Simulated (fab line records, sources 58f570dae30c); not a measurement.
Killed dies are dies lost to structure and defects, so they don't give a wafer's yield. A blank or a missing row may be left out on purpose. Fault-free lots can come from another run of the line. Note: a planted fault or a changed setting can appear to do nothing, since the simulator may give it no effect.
Comparing a struck lot with a sound one :: flow berkeleyCmos170 :: 6 steps out of a route of 331
Sound: these wafers, L637.3, L637.5, L637.6. The struck wafers were L646.2, L646.3, L646.5. Last of all comes the cause.
For every step that has rows: the tool of each side, followed by ch and its chambers, followed by its first start. Under that, the readings that differ: sound wafers :: struck wafers :: difference of the means :: sigmas: that difference in standard deviations of wafers without a fault.
alike: words and numbers the same on both sides, and readings whose means are apart by under 2 such deviations; not compared: readings that were withheld, readings missing a value for some wafer, numbers with overlapping values and no deviation given by the record, and bounds like >300 which may hide the same value.
The two part at a step that has a row with sigmas, a row that says differs or no value, or rows on one side only. Non-overlapping numbers with no deviation appear without sigmas and do not part them. A reading missing from all wafers of one side parts the sides only when that side holds two or more wafers.

UCB170_START_BOW_MEAS_00:
  sound on filmMetro-01, day 1 10:02; struck on filmMetro-03, day 3 07:01
  alike: INCOMING_BOW
then, 1 step without rows for these wafers: UCB170_START_CLEAN_01 (cleans in dHF, time 60 s).
UCB170_START_OXIDATION_02: target thk 20 nm, ox time 1800 s.
  sound on furnace-01 ch 0, day 1 15:09; struck on furnace-01 ch 0, day 3 13:16
  alike: tube_center_temp_C_max
UCB170_START_THK_MEAS_03:
  sound on filmMetro-03, day 1 16:40; struck on filmMetro-03, day 3 14:47
reading: START_OXIDE_THK (nm)
sound: 21.2 21.1 21.1
struck: 32.1 31.6 32.2
difference: +10.8
sigmas: +30
then, 2 steps without rows for these wafers: UCB170_START_ANNEAL_04 (time 1200 s); UCB170_M3_PROBE_99.

WHERE THEY PART
At UCB170_START_THK_MEAS_03 and nowhere else, as far as this record goes.

WHY: what had been put in by the simulator
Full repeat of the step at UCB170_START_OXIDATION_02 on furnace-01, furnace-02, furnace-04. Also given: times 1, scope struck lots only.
